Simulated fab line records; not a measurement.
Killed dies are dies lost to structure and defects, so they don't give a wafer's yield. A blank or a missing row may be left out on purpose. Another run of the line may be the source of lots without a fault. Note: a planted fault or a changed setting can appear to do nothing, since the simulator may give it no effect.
Problem report, 8D (eight disciplines) form, completed by code | flow berkeley-cmos170 | the parts of the form that need people (team, actions taken, sign-off) are left out

1. THE ISSUE
Wafers free of any fault read 26.1 ohm/sq (standard deviation 0.34) for SILICIDE_TI_RS at UCB170_SILICIDE_RS_MEAS_02, against a mean of 21.1 ohm/sq on 6 wafers of 2 lots. Measured from the usual mean, that is -15 standard deviations.
The step: measures by four-point-probe.
First observed at day 9 00:40: wafer L246.1, on film-metro-02. The record holds 42 wafers of 14 lots with a number at this step. Rule for "out", or "out of limits": more than 4 standard deviations from the usual mean. Any other wafer with a number is counted as sound.

2. WHAT IT IS, AND WHAT IT ISN'T
question                    | is                           | is not
which readings at this step | SILICIDE_TI_RS               | -
which lots                  | L246, L248                   | L236, L237, L238, L239, L240, L245, L251, L252, L253, L256, L258, L259
which wafers of those lots  | all that have a number       | -
read on which gauges        | film-metro-01, film-metro-02 | film-metro-03
when                        | from day 9 00:40             | up to then (18 sound wafers); but 18 sound wafers of L251, L252, L253, L256, L258, L259 came after

3. WHAT RULES OUT EACH SUSPECT
Counting: a tool at any process step up to the reading remains a suspect when it ran all the lots that are out and ran no sound lot after the first of those.
- ruled out: the gauge at UCB170_SILICIDE_RS_MEAS_02. Those wafers that are out were read across 2 gauges (film-metro-01, film-metro-02).
- pvd-sputter-04 at UCB170_SILICIDE_SPUTTER_01 (material Ti, target thk 30 nm, time 25 s): kept. All lots that are out passed through it, beginning with L246 at day 9 00:38, and no sound lot followed; its final sound lot before that point was L239 at day 7 06:01. Out on those wafers are its own readings of cathode-dc-power-W.
After counting, what remains is pvd-sputter-04 at UCB170_SILICIDE_SPUTTER_01.

4. THE CAUSE (what the simulator had put in)
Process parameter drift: pvd-sputter-04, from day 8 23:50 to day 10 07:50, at UCB170_SILICIDE_SPUTTER_01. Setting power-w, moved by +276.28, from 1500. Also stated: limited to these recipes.
After counting, this tool was the only one left.

5. THE CHAIN OF EFFECTS, in route order
One row per reading whose mean, taken over the struck wafers that have a number, lies over 3 standard deviations from the usual. Readings are gone through only where the record gives a usual standard deviation; hours: the median, over the lots, of the time from a lot's start at the first step in this table giving one to that lot's start at this step; sigmas: the change measured in usual standard deviations.
hours | step                        | reading            | usual       | on struck wafers | change | sigmas
0     | UCB170_SILICIDE_SPUTTER_01  | cathode-dc-power-W | 1500.0 W    | 1776.4           | +276.4 | +99 or more
0     | UCB170_SILICIDE_RS_MEAS_02  | SILICIDE_TI_RS     | 26.1 ohm/sq | 21.1             | -5.0   | -15
0     | UCB170_SILICIDE_THK_MEAS_03 | SILICIDE_TI_THK    | 30.0 nm     | 36.0             | +6.0   | +16
Its process steps:
- UCB170_SILICIDE_SPUTTER_01: material Ti, target thk 30 nm, time 25 s.

6. WHAT WOULD HAVE CAUGHT IT SOONER
In this record the first reading out of limits at a measuring or inspecting step was taken at day 9 00:40, 1 hour after the fault began at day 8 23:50.
The tool's own readings at UCB170_SILICIDE_SPUTTER_01 were out on every struck wafer that the step has a row for (cathode-dc-power-W): an alarm limit on them would have fired on the first of those.
Among the 2 lots that are out, L248 began UCB170_SILICIDE_SPUTTER_01 on pvd-sputter-04 after day 9 00:40. It would have been spared by a hold on the tool at that moment.
